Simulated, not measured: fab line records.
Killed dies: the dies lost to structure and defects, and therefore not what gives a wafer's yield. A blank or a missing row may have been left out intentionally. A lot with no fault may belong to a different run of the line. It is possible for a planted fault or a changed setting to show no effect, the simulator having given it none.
2 desks looking at one fault -- flow berkeley_cmos170 -- only its own numbers are on each desk; what lay behind them is given at the end

AT THE METROLOGY DESK
Lot by lot, what the gauges showed, no matter which tool ran the lot: averages of those sampled wafers that carry a number. The brackets show how far a lot's mean lies from the usual mean; more than 4 standard deviations puts the lot out of limits, marked OUT.
Columns: A = GATE_POLY_THK at UCB170_GATE_THK_MEAS_05, usual 213.9 nm; B = PLDD_OVL at UCB170_PLDD_OVL_MEAS_07, usual 0 nm
lot,first seen here,A,B
L692,day 7 06:27,212.5,4
L693,day 7 17:53,212.0,1
L694,day 7 17:53,210.7,-3
L695,day 7 17:54,216.6,2
L696,day 8 07:30,212.2,-2
L697,day 8 07:30,214.8,-2
L698,day 8 07:31,214.5,0
L699,day 8 07:34,215.9,-2
L701,day 9 04:19,214.0,-5
L702,day 9 04:22,214.7,-
L704,day 9 04:25,215.5,1
L700,day 9 04:26,217.2,-
L703,day 9 04:31,212.5,-
L712,day 11 08:37,215.1,-1
L715,day 11 19:17,214.3,-6
Result from this desk: across the 15 lots, nothing is out of limits.

THE TOOL OWNER'S DESK: rie_si-02
The tool's own readings at UCB170_GATE_ETCH_15 (etches poly-Si in HBr/Cl2, stops on SiO2, time 56.3 s, target depth 278.2 nm): means of the sampled wafers that have a number, for each lot that ran on this tool. The brackets show how far a lot's mean lies from the usual mean; more than 4 standard deviations puts the lot out of limits, marked OUT.
Columns: A = drypump_motor_current_A at UCB170_GATE_ETCH_15, usual 5.6 A; B = oes_product_au at UCB170_GATE_ETCH_15, usual 0.827 a.u.; C = run_length_s at UCB170_GATE_ETCH_15, usual 84.6 s; D = throttle_valve_pct at UCB170_GATE_ETCH_15, usual 26.49 %
lot,first seen here,A,B,C,D
L693,day 7 19:40,5.8,0.825,85.0,26.42
L695,day 7 19:56,5.8,0.842,85.1,26.44
L698,day 8 08:55,5.8,0.825,84.9,26.68
L699,day 8 09:45,5.8,0.839,84.7,26.55
L702,day 9 06:45,5.8,1.002 (+12) OUT,62.1 (-42) OUT,26.56
L700,day 9 06:57,5.8,1.006 (+12) OUT,62.3 (-42) OUT,26.68
L703,day 9 07:11,5.9,0.994 (+11) OUT,62.5 (-42) OUT,26.56
This desk's finding: out of limits on L700, L702, L703; first on L702, day 9 06:45 (oes_product_au at UCB170_GATE_ETCH_15). Within limits: L693, L695, L698, L699.

ALL TOGETHER
On L700, L702, L703, at day 9 06:45, an alarm was possible from the tool owner's desk.
The metrology desk saw nothing out of limits.
The metrology desk holds a record of L700, L702, L703, inside its limits.
On rie_si-02, each named lot ran UCB170_GATE_ETCH_15.

WHAT WAS PUT IN BY THE SIMULATOR
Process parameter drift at UCB170_GATE_ETCH_15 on rie_si-02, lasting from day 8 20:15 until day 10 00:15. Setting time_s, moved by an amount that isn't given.
Shown lots that were struck: L700, L702, L703.
How many hours passed from the start of the fault until each desk's first out-of-limits reading: the tool owner's desk, 10.
